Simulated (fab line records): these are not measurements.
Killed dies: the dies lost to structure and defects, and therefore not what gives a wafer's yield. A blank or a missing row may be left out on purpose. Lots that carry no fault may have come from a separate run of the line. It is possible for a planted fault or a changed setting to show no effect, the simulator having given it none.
8D (eight disciplines) problem report, filled in by code -- flow berkeley-cmos170 -- the parts of the form that need people (team, actions taken, sign-off) are left out

== 1. THE ISSUE ==
Wafers free of any fault read 0.0485 ohm/sq (standard deviation 0.00072) for M1_AL_RS at UCB170_M1_RS_MEAS_01, against a mean of 0.0803 ohm/sq on 3 wafers of 2 lots. Measured from the usual mean, that is +44 standard deviations.
The step: measures by four-point-probe.
First observed at day 9 17:29: wafer L244.1, on film-metro-02. The record has a number at this step for 42 wafers belonging to 14 lots. The rule behind "out" and "out of limits": a value lying over 4 standard deviations away from the usual mean. All remaining wafers that have a number are taken as sound.

== 2. WHAT IT IS, AND WHAT IT ISN'T ==
question,is,is not
which readings at this step,M1_AL_RS,-
which lots,"L244, L245","L235, L237, L239, L240, L246, L247, L248, L249, L250, L253, L254, L256"
which wafers of those lots,"L244.1, L245.4, L245.5","L244.3, L244.5, L245.2"
read on which gauges,"film-metro-02, film-metro-03",film-metro-04
when,from day 9 17:29,"up to then (14 sound wafers); but 25 sound wafers of L245, L246, L247, L248, L249, L250, L253, L254, L256 came after"

== 3. WHAT RULES OUT EACH SUSPECT ==
Counting: if a tool at a process step up to the reading ran every lot that is out, it stays a suspect. Sound lots after the first of them don't rule it out here, since some wafers of a struck lot are sound.
- the gauge at UCB170_M1_RS_MEAS_01 has been ruled out. Those wafers that are out were read across 2 gauges (film-metro-02, film-metro-03).
- plasma-asher-04 at UCB170_ACTIVE_STRIP_16 (strips in O2): kept. Ran every lot that is out, first one L244 (day 7 05:53); last sound lot up to then L240 (day 6 01:22).
- pvd-sputter-04 at UCB170_M1_SPUTTER_00 (material Al, target thk 600 nm, time 80 s): kept. Ran every lot that is out, first one L244 (day 9 17:26); last sound lot up to then L240 (day 9 05:55).
After counting, plasma-asher-04 at UCB170_ACTIVE_STRIP_16 and pvd-sputter-04 at UCB170_M1_SPUTTER_00 remain.

== 4. THE CAUSE (what the simulator had put in) ==
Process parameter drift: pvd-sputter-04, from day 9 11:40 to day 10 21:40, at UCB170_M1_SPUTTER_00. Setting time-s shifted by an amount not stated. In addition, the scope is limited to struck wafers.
Counting leaves 2 suspects; this tool is one of them.

== 5. THE CHAIN OF EFFECTS, in route order ==
Rows list readings where the struck wafers' mean (over those with a number) sits beyond 3 standard deviations from the usual. Only readings for which the record gives a usual standard deviation are gone through. hours: the time from each lot's start at the first step in this table that gives one to its start at this step, as a median over the lots. sigmas: the change in usual standard deviations.
hours,step,reading,usual,on struck wafers,change,sigmas
0,UCB170_M1_RS_MEAS_01,M1_AL_RS,0.0485 ohm/sq,0.0803,+0.0318,+44
0,UCB170_M1_THK_MEAS_02,M1_AL_THK,604 nm,369,-235,-21
1,UCB170_M1_METAL_ETCH_12,oes-product-au,0.846 a.u.,0.668,-0.178,-15
The process steps in it:
- UCB170_M1_METAL_ETCH_12: etches Al in Cl2/BCl3, stops on PSG, target depth 780 nm, time 130 s.
Later steps that measure or inspect, where all struck wafers having a row at the step show a number for every such reading and not one has moved that far: UCB170_M3_OVL_MEAS_16.

== 6. WHAT WOULD HAVE CAUGHT IT SOONER ==
6 hours passed between the start of the fault at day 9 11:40 and the first reading out of limits at a measuring or inspecting step in this record, taken at day 9 17:29.
Of the tool readings at UCB170_M1_SPUTTER_00 for which the record gives a usual standard deviation, none was out on any struck wafer, so an alarm limit of 4 standard deviations on them would not have fired.
Lots out: 2; of these, L245 started UCB170_M1_SPUTTER_00 on pvd-sputter-04 after day 9 17:29. Putting the tool on hold at that point would have spared it.
